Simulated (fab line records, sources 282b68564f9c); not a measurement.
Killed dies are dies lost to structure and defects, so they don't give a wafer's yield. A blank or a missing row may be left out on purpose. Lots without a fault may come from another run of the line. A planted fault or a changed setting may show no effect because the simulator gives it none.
One fault seen from 2 desks | flow rit_cmos | each desk has only its own numbers; what lay behind them comes last

THE TOOL OWNER'S DESK: litho_track-01
The tool's own readings at RIT_PWELL_COAT_01 (resist thk 1300 nm): means of the sampled wafers that have a number, for each lot that ran on this tool. A lot is out of limits, marked OUT, if its mean lies more than 4 standard deviations from the usual mean; the brackets give that distance.
Columns: A = chill_plate_temp_C at RIT_PWELL_COAT_01, usual 22.96 C; B = spin_speed_rpm at RIT_PWELL_COAT_01, usual 2000.1 rpm
lot  | first seen here | A     | B
L495 | day 3 16:43     | 22.93 | 1998.0
L500 | day 4 14:02     | 23.05 | 2000.8
L501 | day 4 22:38     | 23.10 | 1955.8 (-32) OUT
L503 | day 5 07:47     | 22.86 | 1956.9 (-31) OUT
L504 | day 5 13:56     | 22.90 | 1958.8 (-29) OUT
This desk's finding: out of limits on L501, L503, L504; first on L501, day 4 22:38 (spin_speed_rpm at RIT_PWELL_COAT_01). In limits: L495, L500.

THE METROLOGY DESK
What the gauges read, lot by lot, whatever tool the lot ran on: means of the sampled wafers that have a number. A lot is out of limits, marked OUT, if its mean lies more than 4 standard deviations from the usual mean; the brackets give that distance.
Columns: A = NWELL_OVL at RIT_NWELL_OVL_MEAS_06, usual -0.5 nm; B = NWELL_TW at RIT_NWELL_TW_MEAS_10, usual 2125; C = PWELL_OVL at RIT_PWELL_OVL_MEAS_06, usual -0.5 nm
lot  | first seen here | A    | B    | C
L492 | day 2 23:46     | 0.4  | 2124 | -0.3
L495 | day 3 15:53     | 0.7  | 2129 | -2.0
L500 | day 4 13:13     | -1.1 | 2138 | 1.5
L501 | day 4 21:48     | -0.9 | 2111 | -1.8
L503 | day 5 06:48     | -1.0 | 2134 | 0.7
L504 | day 5 13:07     | 1.6  | 2140 | -0.0
L509 | day 6 12:43     | -0.5 | 2138 | -0.9
This desk's finding: nothing out of limits on any of the 7 lots.

PUT TOGETHER
The tool owner's desk could have raised an alarm at day 4 22:38, on L501, L503, L504.
The metrology desk saw nothing out of limits.
The metrology desk has L501, L503, L504 on record, within its limits.
Of the lots named, all ran RIT_PWELL_COAT_01 on litho_track-01.

WHAT THE SIMULATOR HAD PUT IN
Process parameter drift: litho_track-01, from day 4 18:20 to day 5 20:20, at RIT_PWELL_COAT_01. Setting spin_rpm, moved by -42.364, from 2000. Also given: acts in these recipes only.
Lots struck among those shown: L501, L503, L504.
Hours from the fault's start to each desk's first reading out of limits: the tool owner's desk, 4.
